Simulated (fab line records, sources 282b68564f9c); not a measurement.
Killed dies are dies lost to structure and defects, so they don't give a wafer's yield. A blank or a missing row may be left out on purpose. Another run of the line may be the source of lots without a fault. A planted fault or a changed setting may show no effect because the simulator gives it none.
Code-filled problem report in 8D (eight disciplines) form -- flow rit cmos -- the parts of the form that need people (team, actions taken, sign-off) are left out

1. PROBLEM STATEMENT
ACTIVE_OXIDE_THK at RIT_ACTIVE_THK_MEAS_02 reads a mean of 38.5 nm on 3 wafers of 1 lot; wafers without a fault read 46.8 nm with a standard deviation of 1.1. That is -7.6 standard deviations from the usual mean.
First seen on wafer L890.3, day 5 06:15, on film metro-03. At this step, 39 wafers from 13 lots have a number in the record. Rule for "out" (also "out of limits"): further than 4 standard deviations from the usual mean. The rest of the wafers with a number are treated as sound.

2. WHAT IT IS, AND WHAT IT ISN'T
question,is,is not
which readings at this step,ACTIVE_OXIDE_THK,-
which lots,L890,"L872, L873, L876, L877, L878, L879, L880, L881, L882, L883, L885, L894"
which wafers of those lots,all that have a number,-
read on which gauges,film metro-03,"film metro-02, film metro-04"
when,from day 5 06:15,up to then (33 sound wafers); but 3 sound wafers of L894 came after

3. SUSPECTS, AND WHAT RULES EACH OUT
Counting: any tool at a process step up to the reading is kept as a suspect provided that every lot that is out went through it and no sound lot did after the first of them.
- the gauge at RIT_ACTIVE_THK_MEAS_02: kept. All the wafers that are out were read on film metro-03, and no step on other tools shows them out.
- furnace-02 at RIT_ACTIVE_OXIDATION_01 (target thk 46.8 nm, ox time 3360 s): kept. It ran the lot that is out, L890 (day 5 04:18), and no sound lot after that; its last sound lot up to then is L885 (day 4 03:07).
After counting, furnace-02 at RIT_ACTIVE_OXIDATION_01 and film metro-03 at RIT_ACTIVE_THK_MEAS_02 remain.

4. THE CAUSE (what the simulator had put in)
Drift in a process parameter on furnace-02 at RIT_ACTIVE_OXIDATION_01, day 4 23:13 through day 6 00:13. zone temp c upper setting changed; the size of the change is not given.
After counting, 2 suspects remain, this tool included.

5. THE CHAIN OF EFFECTS, in route order
Each row: a reading where the mean over the struck wafers with a number is more than 3 standard deviations away from the usual. Only readings whose record carries a usual standard deviation are examined. hours: median over the lots of the time between each lot's start at the first step of this table that gives one and its start at this step. sigmas: the change, counted in usual standard deviations.
hours,step,reading,usual,on struck wafers,change,sigmas
0,RIT_ACTIVE_THK_MEAS_02,ACTIVE_OXIDE_THK,46.8 nm,38.5,-8.3,-7.6
Later measuring or inspecting steps at which every struck wafer that the step has a row for has a number for every such reading, and none has moved that far: RIT_NSD_TW_MEAS_10, RIT_CONTACT_CD_MEAS_90, RIT_M1_BOW_MEAS_16.

6. WHAT WOULD HAVE CAUGHT IT SOONER
Counted from the fault's start at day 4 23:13, it took 7 hours until the first out-of-limits reading at a measuring or inspecting step in this record, taken at day 5 06:15.
By day 5 06:15, every lot that is out (1) had started RIT_ACTIVE_OXIDATION_01 on furnace-02. Had the tool been put on hold then, not one of them would have been saved.
